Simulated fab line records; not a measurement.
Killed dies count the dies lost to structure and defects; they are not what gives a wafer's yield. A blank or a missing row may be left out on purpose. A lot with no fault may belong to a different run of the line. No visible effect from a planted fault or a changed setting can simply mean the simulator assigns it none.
Problem report, 8D (eight disciplines) form, completed by code :: flow berkeley-cmos170 :: the parts of the form that need people (team, actions taken, sign-off) are left out

## 1. THE PROBLEM
Mean of strip-time-to-endpoint-s at UCB170_NWELL_STRIP_15: 21.65 s across 6 wafers in 2 lots; on wafers with no fault it is 18.01 s (standard deviation 0.076). Relative to the usual mean, that is a shift of +48 standard deviations.
The step: strips in O2.
Earliest sighting: wafer L774.2 on plasma-asher-01 at day 6 09:32. Wafers with a number at this step in the record: 42, from 14 lots. By rule, "out" or "out of limits" means more than 4 standard deviations away from the usual mean. All remaining wafers that have a number are taken as sound.

## 2. WHAT IT IS, AND WHAT IT ISN'T
question: which readings at this step
is: strip-time-to-endpoint-s
is not: drypump-motor-current-A

question: which lots
is: L774, L775
is not: L755, L757, L758, L761, L762, L763, L764, L765, L767, L768, L777, L778

question: which wafers of those lots
is: all that have a number
is not: -

question: read on which tools
is: plasma-asher-01, plasma-asher-02
is not: plasma-asher-04

question: when
is: from day 6 09:32
is not: up to then (30 sound wafers); but 6 sound wafers of L777, L778 came after

## 3. THE SUSPECTS, EACH WITH WHAT RULES IT OUT
Counting: a tool stays on the suspect list if, at a process step up to the reading, it processed all lots that are out and no sound lot following the first of them.
- rie-diel-01 at UCB170_NWELL_ETCH_13 (etches Si3N4 in CH3F/Ar/O2, stops on SiO2, target depth 246.4 nm, time 154 s): kept. All lots that are out passed through it, beginning with L774 at day 6 09:17, and no sound lot followed; its final sound lot before that point was L767 at day 4 20:49.
After counting, what remains is rie-diel-01 at UCB170_NWELL_ETCH_13.

## 4. THE CAUSE (what the simulator had put in)
At UCB170_NWELL_ETCH_13, the step was skipped entirely on rie-diel-01 from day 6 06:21 on. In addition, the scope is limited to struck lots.
After counting, this tool was the only one left.

## 5. SEQUENCE OF EFFECTS, ordered by route
Each row: a reading where the mean over the struck wafers with a number is more than 3 standard deviations away from the usual. Scope: only readings with a usual standard deviation given in the record; hours: median across lots of the time from each lot's start at the first step in this table that gives one to its start at this step; sigmas: change in usual standard deviations.
hours: 0
step: UCB170_NWELL_STRIP_15
reading: oes-product-au
usual: 0.720 a.u.
on struck wafers: 0.735
change: +0.015
sigmas: +3.1

hours: 0
step: UCB170_NWELL_STRIP_15
reading: strip-time-to-endpoint-s
usual: 18.01 s
on struck wafers: 21.65
change: +3.64
sigmas: +48
The process steps in it:
- UCB170_NWELL_STRIP_15: strips in O2.
Readings that are blank on the struck wafers while sound wafers have them: CH3F_flow_sccm at UCB170_NWELL_ETCH_13; O2_flow_sccm at UCB170_NWELL_ETCH_13; drypump-motor-current-A at UCB170_NWELL_ETCH_13; mfc-ar-sccm at UCB170_NWELL_ETCH_13; oes-product-au at UCB170_NWELL_ETCH_13; throttle-valve-pct at UCB170_NWELL_ETCH_13.

## 6. HOW IT WOULD HAVE BEEN CAUGHT EARLIER
In this record no reading fell out of limits until day 6 09:32, 3 hours after the fault had begun at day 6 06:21.
At UCB170_NWELL_ETCH_13 the tool's readings are blank on the struck wafers, where sound wafers have them: an empty tool record is the first sign, and it was there at once.
Lots out: 2; of these, L775 started UCB170_NWELL_ETCH_13 on rie-diel-01 after day 6 09:32. Putting the tool on hold at that point would have spared it.
